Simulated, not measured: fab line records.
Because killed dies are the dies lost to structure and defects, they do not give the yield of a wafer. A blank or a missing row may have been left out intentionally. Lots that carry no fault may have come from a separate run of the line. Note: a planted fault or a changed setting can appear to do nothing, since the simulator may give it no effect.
fab line records -- flow rit-cmos
record lots=6, wafers=18, last-day=7
route steps=202 shown NWELL@38 PWELL@39 WELLDRIVE@50 NRETRO@53 M1@202
lots that met no fault: from a run of the same line without faults
start-h: start of the lot's first displayed wafer, in hours after the record's first day -- wait-h: hours from the lot's prior step to this one -- " unchanged from the row above -- L1.1+2: several wafers, shown together as one row -- - value missing, or start not given -- * or withheld: withheld -- < > ~ a bound
route shown NAME@n: a module of which the file shows steps, and the number in the route of the first -- usual: average and standard deviation across the fault-free wafers -- same: alike in all rows -- chamber/n: place in a boat -- sites: per-site readings -- _std_site: the values' standard deviation -- _edge_site: inner sites' mean taken away from outer sites' mean -- radius-mm: for every site, how far away it sits from the centre of the wafer -- mask NAME#n: copy n -- behind: the tool/chamber that last shaped the wafer -- hold: reason for holding the lot/hours on hold/outcome of the hold -- device: whichever transistor did not switch (one of n, p or np) -- end of line: tests of these same wafers at the route's end -- a step without rows: its recipe alone -- killed: the dies lost at the first sort to structure and to defects; this is not the yield of the wafer -- map: the dies of a wafer, with x for killed, . for not killed, _ for no die there
set.NAME: the setting the step ran with; set.NAME@STEP: the setting that earlier step ran with -- model.NAME: the simulator's own value behind a step, which no gauge read
a table for each step, a row for each wafer; lots at some steps of the route
services: when a tool's chamber went out of use (start-h, in hours from the record's first day, below 0 if earlier), for how many hours, and the reason
## steps
# step RIT_NWELL_TW_MEAS_10
# usual NWELL_TW=2146/14
lot.wafer,tool,chamber,start-h,wait-h,NWELL_TW
L770.1,film-metro-04,-,39.30,0.1,2160
L770.4,film-metro-04,-,39.30,0.1,2172
L770.5,film-metro-04,-,39.30,0.1,2170
L774.1,film-metro-04,-,52.25,0.1,2162
L774.4,film-metro-04,-,52.25,0.1,2170
L774.5,film-metro-04,-,52.25,0.1,2167
L775.1,film-metro-01,-,57.09,0.1,2148
L775.2,film-metro-01,-,57.09,0.1,2141
L775.6,film-metro-01,-,57.09,0.1,2141
L777.2,film-metro-03,-,66.01,0.1,2143
L777.3,film-metro-03,-,66.01,0.1,2122
L777.6,film-metro-03,-,66.01,0.1,2131
L786.1,film-metro-04,-,111.95,0.1,2162
L786.4,film-metro-04,-,111.95,0.1,2155
L786.5,film-metro-04,-,111.95,0.1,2167
L790.1,film-metro-03,-,132.43,0.1,2136
L790.3,film-metro-03,-,132.43,0.1,2138
L790.5,film-metro-03,-,132.43,0.1,2132
# step RIT_PWELL_HMDS_00
# recipe prime-time-s=60, prime-temp-c=140
# step RIT_PWELL_COAT_01
# recipe resist=NOVOLAK, spin-rpm=2000, resist-thk-nm=1300
# step RIT_PWELL_SOFTBAKE_02
# recipe resist=NOVOLAK, temp-c=90, time-s=60
# step RIT_PWELL_EXPOSE_03
# recipe mask-id=M3, na=0.57, target-cd-nm=43700, dose-mj=250
# step RIT_PWELL_PEB_04
# recipe resist=NOVOLAK, temp-c=withheld, time-s=withheld
# step RIT_PWELL_DEVELOP_05
# recipe resist=NOVOLAK, develop-time-s=68, dev-temp-c=23
# step RIT_PWELL_OVL_MEAS_06
# usual PWELL_OVL=0.6/1.7
lot.wafer,tool,chamber,start-h,wait-h,PWELL_OVL[nm]
L770.1,overlay-02,-,40.24,-,-0.1
L770.4,overlay-02,-,40.24,-,-2.8
L770.5,overlay-02,-,40.24,-,-1.4
L774.1,overlay-02,-,53.32,-,1.2
L774.4,overlay-02,-,53.32,-,0.2
L774.5,overlay-02,-,53.32,-,0.6
L775.1,overlay-01,-,58.16,-,0.6
L775.2,overlay-01,-,58.16,-,-1.2
L775.6,overlay-01,-,58.16,-,-0.2
L777.2,overlay-02,-,67.07,-,-0.9
L777.3,overlay-02,-,67.07,-,0.0
L777.6,overlay-02,-,67.07,-,-1.9
L786.1,overlay-02,-,113.04,-,0.4
L786.4,overlay-02,-,113.04,-,-3.0
L786.5,overlay-02,-,113.04,-,0.5
L790.1,overlay-01,-,133.50,-,3.5
L790.3,overlay-01,-,133.50,-,1.6
L790.5,overlay-01,-,133.50,-,0.0
# step RIT_PWELL_HARDBAKE_07
# recipe resist=NOVOLAK, temp-c=140, time-s=120
# step RIT_PWELL_IMPLANT_08
# recipe species=B, energy-kev=170, dose-cm2=7e+13, tilt-deg=7
# step RIT_PWELL_STRIP_09
# recipe chemistry=O2, time-s=180, resist=NOVOLAK, platen-temp-c=withheld, power-w=500, pressure-mtorr=4000, o2-flow-sccm=4000
# usual drypump-motor-current-A=6.0/0.49, o2-flow-sccm=4000/12
lot.wafer,tool,chamber,start-h,wait-h,drypump-motor-current-A,o2-flow-sccm,rf-hours-counter-h
L770.1,plasma-asher-01,1,40.68,0.1,5.1,3984,40
L770.4,plasma-asher-01,1,40.68,0.1,5.1,3984,-
L770.5,plasma-asher-01,1,40.68,0.1,5.0,3989,-
L774.1,plasma-asher-02,0,53.75,0.1,6.1,3991,26
L774.4,plasma-asher-02,0,53.75,0.1,6.1,4007,-
L774.5,plasma-asher-02,0,53.75,0.1,6.1,4013,-
L775.1,plasma-asher-04,1,58.59,0.1,5.4,3981,41
L775.2,plasma-asher-04,0,58.59,0.1,6.1,4016,41
L775.6,plasma-asher-04,0,58.59,0.1,6.1,4017,-
L777.2,plasma-asher-04,0,67.50,0.1,6.0,4010,42
L777.3,plasma-asher-04,1,67.50,0.1,5.4,4022,-
L777.6,plasma-asher-04,1,67.50,0.1,5.4,4000,-
L786.1,plasma-asher-02,1,113.48,0.1,6.4,3993,33
L786.4,plasma-asher-02,0,113.48,0.1,6.1,3988,-
L786.5,plasma-asher-02,0,113.48,0.1,6.1,4005,-
L790.1,plasma-asher-04,1,133.93,0.1,5.4,3989,2
L790.3,plasma-asher-04,0,133.93,0.1,6.0,3994,-
L790.5,plasma-asher-04,0,133.93,0.1,6.1,3985,-
# step RIT_PWELL_TW_MEAS_10
# usual PWELL_TW=954/6.3
lot.wafer,tool,chamber,start-h,wait-h,PWELL_TW
L770.1,film-metro-03,-,40.85,0.1,949
L770.4,film-metro-03,-,40.85,0.1,952
L770.5,film-metro-03,-,40.85,0.1,946
L774.1,film-metro-04,-,53.93,0.1,961
L774.4,film-metro-04,-,53.93,0.1,961
L774.5,film-metro-04,-,53.93,0.1,954
L775.1,film-metro-03,-,58.77,0.1,945
L775.2,film-metro-03,-,58.77,0.1,942
L775.6,film-metro-03,-,58.77,0.1,944
L777.2,film-metro-01,-,67.68,0.1,955
L777.3,film-metro-01,-,67.68,0.1,954
L777.6,film-metro-01,-,67.68,0.1,953
L786.1,film-metro-03,-,113.66,0.1,954
L786.4,film-metro-03,-,113.66,0.1,948
L786.5,film-metro-03,-,113.66,0.1,952
L790.1,film-metro-03,-,134.11,0.1,951
L790.3,film-metro-03,-,134.11,0.1,944
L790.5,film-metro-03,-,134.11,0.1,943
# step RIT_WELLDRIVE_ANNEAL_00
# recipe temp-c=1100, time-s=14700, ambient=N2
# usual spike-tc-centre-C=1101.9/1.2, spike-tc-load-C=1126.7/3, spike-tc-source-C=1127.3/1.8, tube-center-temp-C=1100/0.1, tube_center_temp_C_max=1102.8/0.44
lot.wafer,tool,chamber,start-h,wait-h,spike-tc-centre-C,spike-tc-load-C,spike-tc-source-C,tube-center-temp-C,tube_center_temp_C_max
L770.1,furnace-04,0,41.82,1.0,1101.3,1126.0,1125.1,1100.1,1102.7
L770.4,furnace-04,0,41.82,1.0,1100.5,1124.9,1127.1,1099.9,1102.4
L770.5,furnace-04,0,41.82,1.0,1099.6,1122.9,1126.7,1100,1102.2
L774.1,furnace-01,0,53.99,0.1,1102.9,1124.3,1122.0,1100,1102.4
L774.4,furnace-01,0,53.99,0.1,1104.3,1124.5,1124.6,1099.9,1102.5
L774.5,furnace-01,0,53.99,0.1,1103.2,1124.8,1126.6,1100.1,1103.2
L775.1,furnace-01,0,59.07,0.3,1117.1,1139.2,1141.6,1114.9,1117.6
L775.2,furnace-01,0,59.07,0.3,1117.6,1139.6,1141.2,1115,1117.6
L775.6,furnace-01,0,59.07,0.3,1117.8,1138.8,1139.7,1114.9,1117.7
L777.2,furnace-01,0,67.73,0.0,1119.7,1138.9,1141.8,1115,1117.8
L777.3,furnace-01,0,67.73,0.0,1118.1,1141.0,1138.5,1114.9,1117.4
L777.6,furnace-01,0,67.73,0.0,1115.0,1138.6,1140.9,1115,1118.7
L786.1,furnace-02,0,113.72,0.1,1101.9,1130.6,1130.0,1100.1,1103.6
L786.4,furnace-02,0,113.72,0.1,1102.0,1131.9,1130.4,1100,1102.3
L786.5,furnace-02,0,113.72,0.1,1101.7,1129.9,1129.2,1100,1102.9
L790.1,furnace-02,0,134.86,0.7,1102.5,1130.1,1127.6,1100.1,1102.9
L790.3,furnace-02,0,134.86,0.7,1103.7,1129.1,1127.8,1100.1,1103.1
L790.5,furnace-02,0,134.86,0.7,1101.9,1130.2,1129.8,1100.1,1102.6
# step RIT_WELLDRIVE_RS_MEAS_01
# recipe thk-meas-gauge=four-point-probe
# usual NWELL_RS=275.6/0.83
lot.wafer,tool,chamber,start-h,wait-h,NWELL_RS[ohm/sq]
L770.1,film-metro-01,-,46.90,0.0,275.9
L770.4,film-metro-01,-,46.90,0.0,276.7
L770.5,film-metro-01,-,46.90,0.0,276.2
L774.1,film-metro-01,-,59.07,0.0,276.1
L774.4,film-metro-01,-,59.07,0.0,276.3
L774.5,film-metro-01,-,59.07,0.0,276.3
L775.1,film-metro-03,-,64.15,0.0,259.6
L775.2,film-metro-03,-,64.15,0.0,260.4
L775.6,film-metro-03,-,64.15,0.0,260.1
L777.2,film-metro-03,-,72.84,0.0,259.0
L777.3,film-metro-03,-,72.84,0.0,258.9
L777.6,film-metro-03,-,72.84,0.0,259.7
L786.1,film-metro-04,-,118.80,0.0,275.6
L786.4,film-metro-04,-,118.80,0.0,275.1
L786.5,film-metro-04,-,118.80,0.0,275.1
L790.1,film-metro-03,-,139.94,0.0,275.3
L790.3,film-metro-03,-,139.94,0.0,274.3
L790.5,film-metro-03,-,139.94,0.0,274.9
# step RIT_WELLDRIVE_RS_MEAS_02
# recipe thk-meas-gauge=four-point-probe
# usual PWELL_RS=429.4/1.2
lot.wafer,tool,chamber,start-h,wait-h,PWELL_RS[ohm/sq]
L770.1,film-metro-01,-,47.02,0.1,430.1
L770.4,film-metro-01,-,47.02,0.1,429.7
L770.5,film-metro-01,-,47.02,0.1,430.0
L774.1,film-metro-01,-,59.19,0.1,429.9
L774.4,film-metro-01,-,59.19,0.1,429.1
L774.5,film-metro-01,-,59.19,0.1,431.1
L775.1,film-metro-03,-,64.27,0.1,414.6
L775.2,film-metro-03,-,64.27,0.1,413.8
L775.6,film-metro-03,-,64.27,0.1,413.4
L777.2,film-metro-03,-,72.96,0.1,411.2
L777.3,film-metro-03,-,72.96,0.1,410.7
L777.6,film-metro-03,-,72.96,0.1,410.6
L786.1,film-metro-04,-,118.92,0.1,429.1
L786.4,film-metro-04,-,118.92,0.1,427.8
L786.5,film-metro-04,-,118.92,0.1,430.2
L790.1,film-metro-03,-,140.06,0.1,428.5
L790.3,film-metro-03,-,140.06,0.1,428.7
L790.5,film-metro-03,-,140.06,0.1,429.7
# step RIT_NRETRO_HMDS_00
# recipe prime-time-s=60, prime-temp-c=140
# step RIT_M1_PROBE_99
# usual killed-at-contacts=0.1/0.25, killed-at-front-end=8/3.3, killed-dies=8/3.3, killed-open=3.9/2.1, killed-short=3.8/2.2
# same gross-dies=264, killed_at_M0_to_M3=0, killed_at_M4_up=0, killed-at-back-side=0, killed-at-other=0
lot.wafer,tool,chamber,start-h,wait-h,killed-at-contacts,killed-at-front-end,killed-dies,killed-open,killed-short,model.etest.nwell-pinched.rs-ohm-sq,model.etest.pwell-pinched.rs-ohm-sq,model.etest.pwell.rs-ohm-sq,model.etest.field-n.vt-v,model.etest.field-p-metal.vt-v,model.etest.iso-nwell-nwell.bv-v,model.etest.field-p.vt-v,model.etest.diode-pplus-nwell.bv-v
L770.1,prober-02,-,79.46,0.1,0,5,5,1,4,340.1,457.2,412.4,34.06,-28.16,22.18,-12.07,6.534
L770.4,prober-02,-,79.61,0.2,0,5,5,1,4,335.2,452.3,414,34.41,-28.26,22.23,-12.18,6.431
L770.5,prober-02,-,79.66,0.2,0,10,10,5,5,333.9,454.8,413,33.9,-28.71,22.24,-12.08,6.513
L774.1,prober-01,-,91.92,0.1,0,13,13,6,7,341,462.3,411.8,34.53,-29.05,22.26,-12.72,6.717
L774.4,prober-01,-,92.07,0.2,0,2,2,1,1,340.2,456.9,409.1,34.4,-29.86,21.95,-12.82,6.717
L774.5,prober-01,-,92.12,0.2,0,7,7,6,1,338.2,450.4,408.3,35.46,-29.27,22.21,-12.75,6.609
L775.1,prober-01,-,95.94,0.1,0,6,6,3,3,304.5,434.1,400.1,32.56,-31.31,23.27,-13.34,6.662
L775.2,prober-01,-,95.99,0.1,0,10,10,3,7,299.2,431.4,399.4,33.18,-31.23,23.15,-13.45,6.625
L775.6,prober-01,-,96.19,0.2,0,3,3,2,1,304.7,437.6,396.2,33,-31.14,23.11,-13.36,6.657
L777.2,prober-01,-,103.72,0.1,0,8,8,4,4,315.6,442.6,398.5,33.55,-29.81,22.96,-13.46,7.106
L777.3,prober-01,-,103.77,0.2,0,5,5,5,0,308,431.3,398.4,33.37,-31,22.98,-13.49,6.926
L777.6,prober-01,-,103.92,0.2,0,12,12,7,5,310.4,430.9,394.8,32.77,-31.49,23.23,-13.39,6.999
L786.1,prober-02,-,149.34,0.1,0,16,16,7,9,337.6,463.1,414.9,34.36,-29.32,22,-12.74,6.636
L786.4,prober-02,-,149.49,0.2,0,12,12,6,6,344.1,475.2,418.6,34.92,-29.01,22,-12.75,6.704
L786.5,prober-02,-,149.54,0.2,1,7,8,3,5,339.2,470,419,34.31,-29.46,21.85,-12.7,6.653
L790.1,prober-02,-,173.74,0.1,0,8,8,3,4,335.8,457.4,415.4,33.07,-29.82,22.08,-12.36,6.673
L790.3,prober-02,-,173.84,0.2,0,6,6,3,3,341.8,466.7,415.3,33.04,-29.08,22.08,-12.41,6.627
L790.5,prober-02,-,173.94,0.2,0,6,6,3,3,336.8,454.9,412.8,33.66,-29.4,22.25,-12.43,6.644
# killed by level:class
L770.1 SILICIDE:geometric-particle:short=2 FOX1:geometric-particle:short=1 GATE:geometric-particle:open=1 GATE:geometric-particle:short=1
L770.4 GATE:geometric-particle:short=3 FOX2:geometric-particle:short=1 GATE:geometric-particle:open=1
L770.5 GATE:geometric-particle:open=4 GATE:geometric-particle:short=2 SILICIDE:geometric-particle:short=2 FOX2:geometric-particle:short=1 REOX:geometric-particle:open=1
L774.1 GATE:geometric-particle:open=5 GATE:geometric-particle:short=4 FOX1:geometric-particle:short=2 REOX:geometric-particle:open=1 SPACER:geometric-particle:short=1
L774.4 GATE:geometric-particle:open=1 SILICIDE:geometric-particle:short=1
L774.5 GATE:geometric-particle:open=2 FOX1:geometric-particle:open=1 REOX:geometric-particle:open=1 REOX:geometric-particle:short=1 SPACER:geometric-particle:open=1 SILICIDE:geometric-particle:open=1
L775.1 GATE:geometric-particle:short=3 GATE:geometric-particle:open=3
L775.2 GATE:geometric-particle:short=4 GATE:geometric-particle:open=3 FOX1:geometric-particle:short=1 REOX:geometric-particle:short=1 SPACER:geometric-particle:short=1
L775.6 FOX1:geometric-particle:open=1 REOX:geometric-particle:open=1 SPACER:geometric-particle:short=1
L777.2 SPACER:geometric-particle:open=2 SILICIDE:geometric-particle:short=2 SILICIDE:geometric-particle:open=2 GATE:geometric-particle:short=1 SPACER:geometric-particle:short=1
L777.3 GATE:geometric-particle:open=3 REOX:geometric-particle:open=1 SILICIDE:geometric-particle:open=1
L777.6 GATE:geometric-particle:short=3 FOX2:geometric-particle:open=2 SPACER:geometric-particle:open=2 FOX1:geometric-particle:short=1 GATE:geometric-particle:open=1 REOX:geometric-particle:open=1 SPACER:geometric-particle:short=1 SILICIDE:geometric-particle:open=1
L786.1 SILICIDE:geometric-particle:short=3 FOX1:geometric-particle:open=2 FOX1:geometric-particle:short=2 GATE:geometric-particle:open=2 GATE:geometric-particle:short=2 SPACER:geometric-particle:short=2 REOX:geometric-particle:open=1 SPACER:geometric-particle:open=1
L786.4 GATE:geometric-particle:open=3 GATE:geometric-particle:short=2 SILICIDE:geometric-particle:open=2 SILICIDE:geometric-particle:short=2 REOX:geometric-particle:open=1 REOX:geometric-particle:short=1 SPACER:geometric-particle:short=1
L786.5 SILICIDE:geometric-particle:short=3 SILICIDE:geometric-particle:open=2 GATE:geometric-particle:open=1 SPACER:geometric-particle:short=1 CONTACT:geometric-particle:short=1
L790.1 GATE:geometric-particle:short=3 FOX2:geometric-particle:short=1 FOX2:geometric-particle:open=1 GATE:geometric-particle:open=1 SILICIDE:geometric-particle:open=1 PWELL:coat-microbubble-printed=1
L790.3 GATE:geometric-particle:open=2 FOX1:geometric-particle:short=1 GATE:geometric-particle:short=1 REOX:geometric-particle:short=1 SPACER:geometric-particle:open=1
L790.5 GATE:geometric-particle:short=2 FOX1:geometric-particle:open=1 GATE:geometric-particle:open=1 REOX:geometric-particle:short=1 SILICIDE:geometric-particle:open=1
## services
tool,chamber,start-h,hours,kind
plasma-asher-04,-,20.89,2.8,pm
furnace-02,-,33.84,4.1,pm
furnace-04,-,58.82,3.7,pm
furnace-01,-,82.05,3.0,pm
furnace-01,-,97.15,4.4,pm
plasma-asher-04,-,108.75,9.0,pm
plasma-asher-04,0,108.75,9.0,vent-cycle
plasma-asher-04,1,108.75,9.0,vent-cycle
plasma-asher-01,-,112.34,9.9,pm
plasma-asher-04,0,117.75,-,clean
plasma-asher-04,1,117.75,-,clean
## key
first-sign step=RIT_WELLDRIVE_ANNEAL_00, reading=tube-center-temp-C, direction=up, sigmas=99+, usual=*, struck=*
effect step=RIT_WELLDRIVE_ANNEAL_00, reading=tube_center_temp_C_max, direction=up, sigmas=34, usual=*, struck=*
effect step=RIT_WELLDRIVE_RS_MEAS_01, reading=NWELL_RS, direction=down, sigmas=19, usual=275.6, struck=259.6
effect step=RIT_WELLDRIVE_RS_MEAS_02, reading=PWELL_RS, direction=down, sigmas=14, usual=429.4, struck=412.4
model-effect step=RIT_M1_PROBE_99, value=etest.nwell-pinched.rs-ohm-sq, without=335.4, struck=307.1
met-at RIT_WELLDRIVE_ANNEAL_00
struck-wafers L775.1,L775.2,L775.6,L777.2,L777.3,L777.6
tester-left-out L775,L777
fault kind=process-parameter-drift, tool=furnace-01, chamber=-, onset-h=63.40, steps=RIT_WELLDRIVE_ANNEAL_00, channel=temp-c, offset=*, shape=step, end-h=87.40, acts-in=*, stated=*
# tester-left-out: of these lots the tester's yield and bins aren't shown, on N5 and GAA mostly nor the transistor test; their killed dies are dies lost to structure and defects alone, not to doping, threshold or leakage, so they don't give the yield
